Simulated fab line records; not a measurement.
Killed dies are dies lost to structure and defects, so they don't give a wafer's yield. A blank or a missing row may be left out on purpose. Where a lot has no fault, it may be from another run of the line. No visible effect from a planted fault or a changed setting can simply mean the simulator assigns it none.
A lot that was struck, set against a sound lot -- flow berkeley_cmos170 -- 14 out of 331 route steps
Sound: these wafers, L385.3, L385.4, L385.6. Struck: wafers L383.3, L383.4, L383.5. The cause is given at the end.
Per side, at each step with rows, come the tool, then ch with its chambers, and then its first start. Under that, the readings that differ: sound wafers -- struck wafers -- difference of the means -- sigmas: that difference in standard deviations of wafers without a fault.
alike: same words and numbers on both sides, and readings whose means sit less than 2 such deviations apart. not compared: any withheld reading, any reading some wafer has no value for, any bound like >300 that may hide the same value, and any number with overlapping values for which the record gives no deviation.
Wherever a step has rows on one side only, a row that says differs or no value, or a row with sigmas, the two part there. Numbers that don't overlap but have no deviation are shown without sigmas and don't part them. Lack of a reading on every wafer of one side parts them only where that side has two or more wafers.

UCB170_M2_STRIP_19: strips in O2.
  sound on plasma_asher-02 ch 0,1, day 13 03:25; struck on plasma_asher-02 ch 0,1, day 11 14:50
  alike: drypump_motor_current_A, oes_product_au
  not compared: rf_hours_counter_h
UCB170_M2_CD_MEAS_90: target cd 700 nm.
  struck on cd_sem-02, day 11 14:56; sound on cd_sem-02, day 13 03:31
  alike: cd_nm
UCB170_V2_CVD_00: deposits SiO2 from TEOS/O2, target thk 2000 nm, time 250 s.
  sound on pecvd-03 ch 0,2, day 13 03:36; struck on pecvd-03 ch 0,2, day 11 15:01
  alike: heater_power_w
  not compared: since_wet_clean_h
UCB170_V2_THK_MEAS_01:
  struck on film_metro-04, day 11 15:11; sound on film_metro-04, day 13 03:46
  alike: V2_TEOS_THK
UCB170_V2_CMP_02: polishes SiO2.
  sound on cmp-01 ch 0,1, day 13 03:52; struck on cmp-02 ch 1,2,3, day 11 15:14
  alike: motor_current_A, platen_rpm
UCB170_V2_BOW_MEAS_03:
  struck on film_metro-03, day 11 15:34; sound on film_metro-01, day 13 04:09
  alike: V2_BOW
UCB170_V2_THK_MEAS_04:
  struck on film_metro-03, day 11 15:40; sound on film_metro-01, day 13 04:15
  alike: V2_POLISHED_THK
then, 5 steps without rows for these wafers: UCB170_V2_CLEAN_05 (cleans in DIW); UCB170_V2_HMDS_06 (prime time 60 s); UCB170_V2_COAT_07 (resist thk 900 nm); UCB170_V2_SOFTBAKE_08 (time 60 s); UCB170_V2_EXPOSE_09 (exposes mask VIA2, target cd 700 nm).
UCB170_V2_PEB_10:
  struck on litho_track-04, day 11 16:41; sound on litho_track-01 ch 0, day 13 06:13
  no value came back on the struck wafers for chill_plate_temp_C (C), exhaust_pa (Pa), plate_temp_C (C); on the sound wafers chill_plate_temp_C (C) reads 22.88 23.21 22.98
then, 1 step without rows for these wafers: UCB170_V2_DEVELOP_11 (develop time 45 s).

## WHERE THEY PART
UCB170_V2_PEB_10 only, going by this record.

WHY: what the simulator had put in
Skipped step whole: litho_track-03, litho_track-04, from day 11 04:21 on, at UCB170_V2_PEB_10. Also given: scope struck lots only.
